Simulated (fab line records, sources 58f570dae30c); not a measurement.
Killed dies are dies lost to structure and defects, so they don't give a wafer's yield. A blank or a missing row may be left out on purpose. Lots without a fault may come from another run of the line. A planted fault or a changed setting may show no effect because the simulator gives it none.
Which tool did it? | flow berkeley_cmos170 | 7 lots, 21 wafers sampled, at 4 steps of a route of 331

WHAT THE GAUGES READ, wafer by wafer
UCB170_FIELD_THK_MEAS_02.
lot  | measured    | on            | FIELD_OXIDE_THK (nm)
L676 | day 6 03:39 | film_metro-01 | 554 560 558
L679 | day 6 14:02 | film_metro-04 | 562 563 566
L682 | day 7 02:56 | film_metro-02 | 576 570 570
L684 | day 7 10:17 | film_metro-04 | 549 543 549
L687 | day 8 00:17 | film_metro-02 | 561 563 565
L693 | day 9 02:54 | film_metro-01 | 661 661 661
L695 | day 9 02:53 | film_metro-04 | 662 666 653

WHICH TOOL RAN EACH LOT (tool, then ch and the chambers of the sampled wafers, then the start)
lot  | UCB170_PWELL_ETCH_14              | UCB170_PWELL_STRIP_16               | UCB170_FIELD_OXIDATION_01
L676 | rie_diel-03 ch 1,2, day 4 07:35   | plasma_asher-03 ch 0,1, day 4 07:50 | furnace-02 ch 0, day 6 00:39
L679 | rie_diel-04 ch 1,2, day 4 17:02   | plasma_asher-01 ch 0,1, day 4 17:19 | furnace-01 ch 0, day 6 10:57
L682 | rie_diel-04 ch 0,2,3, day 5 05:31 | plasma_asher-01 ch 0, day 5 05:46   | furnace-02 ch 0, day 6 23:55
L684 | rie_diel-04 ch 0,1,3, day 5 14:31 | plasma_asher-01 ch 0,1, day 5 14:46 | furnace-04 ch 0, day 7 07:17
L687 | rie_diel-04 ch 2,3, day 6 01:34   | plasma_asher-04 ch 0,1, day 6 01:49 | furnace-04 ch 0, day 7 21:13
L693 | rie_diel-03 ch 0,2,3, day 7 02:57 | plasma_asher-04 ch 1, day 7 03:13   | furnace-04 ch 0, day 8 23:53
L695 | rie_diel-04 ch 0,1,3, day 7 03:41 | plasma_asher-04 ch 0, day 7 03:56   | furnace-04 ch 0, day 8 23:53
- UCB170_PWELL_ETCH_14: etches Si3N4 in CH3F/Ar/O2, stops on SiO2, target depth 242 nm, time 151 s.
- UCB170_PWELL_STRIP_16: strips in O2.
- UCB170_FIELD_OXIDATION_01: target thk 558.3 nm, ox time 7200 s.

THE ANSWER, worked out from the rows above alone
Rule: what is usual is taken from the lots themselves. Put in order of their means at a reading, lots are off if they are a third of the lots or fewer, leave a main group of 4 or more, and stand apart from it by a gap of 3 or more times the standard deviation of the main group's means; of several such gaps the widest counts. A main group whose means are all the same, to the digits that the tables above print for the reading, isn't used. A lot without any number at a reading at which 4 lots or more have one is off too. The other lots that the step has rows for count as sound.
Off: L693, L695, at UCB170_FIELD_THK_MEAS_02 (FIELD_OXIDE_THK). The main group: mean 561 nm, standard deviation 8.3.
A tool fits if, at a process step before that reading, it ran every lot that is off, and no sound lot after the first of them. The gauges at UCB170_FIELD_THK_MEAS_02 are tried like those tools. Can't be told from this: 2 tools fit, plasma_asher-04 at UCB170_PWELL_STRIP_16, furnace-04 at UCB170_FIELD_OXIDATION_01.

WHAT THE SIMULATOR HAD PUT IN
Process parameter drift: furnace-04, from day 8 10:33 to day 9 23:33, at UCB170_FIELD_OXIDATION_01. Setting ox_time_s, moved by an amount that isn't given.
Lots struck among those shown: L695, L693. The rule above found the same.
